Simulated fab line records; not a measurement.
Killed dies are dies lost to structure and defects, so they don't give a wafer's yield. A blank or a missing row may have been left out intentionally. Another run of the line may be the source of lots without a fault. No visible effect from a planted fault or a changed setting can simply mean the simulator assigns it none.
Check for tools in common | flow ritCmos | 42 wafers sampled across 14 lots

## WHAT PROMPTED THE OPENING
Of 14 lots, 2 have the reading FIELD_OXIDE_LEFT_2_THK flagged at RIT_FOX2_THK_MEAS_91. Fault-free wafers read 257 nm, with a standard deviation of 6.3.
Rule: a lot is flagged in two cases, either no wafer of it has a number, or all its wafers with numbers fall more than 4 standard deviations from that mean. All remaining lots are regarded as sound.

lot  | measured    | on           | FIELD_OXIDE_LEFT_2_THK (nm), wafer by wafer | flag
L292 | day 2 19:34 | filmMetro-02 | 251 254 257                                 | 
L293 | day 3 01:30 | filmMetro-01 | 257 256 253                                 | 
L294 | day 3 04:08 | filmMetro-03 | 258 256 256                                 | 
L296 | day 3 12:04 | filmMetro-01 | 262 261 256                                 | 
L297 | day 3 18:48 | filmMetro-01 | 327 320 316                                 | FLAGGED
L298 | day 4 00:54 | filmMetro-03 | 306 307 308                                 | FLAGGED
L299 | day 4 09:04 | filmMetro-01 | 248 252 258                                 | 
L307 | day 5 23:39 | filmMetro-01 | 252 257 253                                 | 
L308 | day 6 01:32 | filmMetro-01 | 261 263 258                                 | 
L310 | day 6 12:18 | filmMetro-03 | 263 258 258                                 | 
L311 | day 6 13:16 | filmMetro-01 | 259 257 260                                 | 
L312 | day 6 20:58 | filmMetro-03 | 249 245 248                                 | 
L313 | day 7 02:10 | filmMetro-01 | 264 261 261                                 | 
L314 | day 7 07:43 | filmMetro-03 | 265 270 269                                 | 
The numbers of the flagged lots are 314 nm on average: +57 nm against the usual, or +9 standard deviations.

## WHICH TOOL EACH LOT WENT THROUGH
The record holds 1 process step before the reading, out of a route of 202 steps. Each cell gives the tool, then ch followed by the chambers the sampled wafers passed through, then the start.
lot  | flag    | RIT_GATE_WET_ETCH_00
L292 |         | wetBench-04 ch 0, day 2 19:08
L293 |         | wetBench-04 ch 1, day 3 00:50
L294 |         | wetBench-01 ch 1, day 3 03:41
L296 |         | wetBench-04 ch 1, day 3 11:35
L297 | FLAGGED | wetBench-01 ch 1, day 3 18:22
L298 | FLAGGED | wetBench-02 ch 0, day 4 00:29
L299 |         | wetBench-02 ch 0, day 4 08:38
L307 |         | wetBench-04 ch 1, day 5 23:14
L308 |         | wetBench-01 ch 3, day 6 01:07
L310 |         | wetBench-04 ch 2, day 6 11:52
L311 |         | wetBench-01 ch 0, day 6 12:49
L312 |         | wetBench-04 ch 3, day 6 20:31
L313 |         | wetBench-01 ch 0, day 7 01:43
L314 |         | wetBench-01 ch 0, day 7 07:17
What is done by these steps:
- RIT_GATE_WET_ETCH_00: etches SiO2 in BOE, target depth 56 nm, time 60 s.
- RIT_FOX2_THK_MEAS_91

## FLAGGED OVER TOTAL, TOOL BY TOOL (the gauges that took the reading come last)
step                 | tool         | lots run | flagged | share of the flagged lots | sound lots run after its first flagged lot
RIT_GATE_WET_ETCH_00 | wetBench-01  | 6        | 1       | some                      | 4 (L308,L311,L313,L314)
RIT_GATE_WET_ETCH_00 | wetBench-02  | 2        | 1       | some                      | 1 (L299)
RIT_GATE_WET_ETCH_00 | wetBench-04  | 6        | 0       | none                      | -
RIT_FOX2_THK_MEAS_91 | filmMetro-01 | 8        | 1       | some                      | 5 (L299,L307,L308,L311,L313)
RIT_FOX2_THK_MEAS_91 | filmMetro-02 | 1        | 0       | none                      | -
RIT_FOX2_THK_MEAS_91 | filmMetro-03 | 5        | 1       | some                      | 3 (L310,L312,L314)

## WHAT THE TABLE ALLOWS
No row of the table ran every flagged lot.

## WHAT THE SIMULATOR HAD INSERTED
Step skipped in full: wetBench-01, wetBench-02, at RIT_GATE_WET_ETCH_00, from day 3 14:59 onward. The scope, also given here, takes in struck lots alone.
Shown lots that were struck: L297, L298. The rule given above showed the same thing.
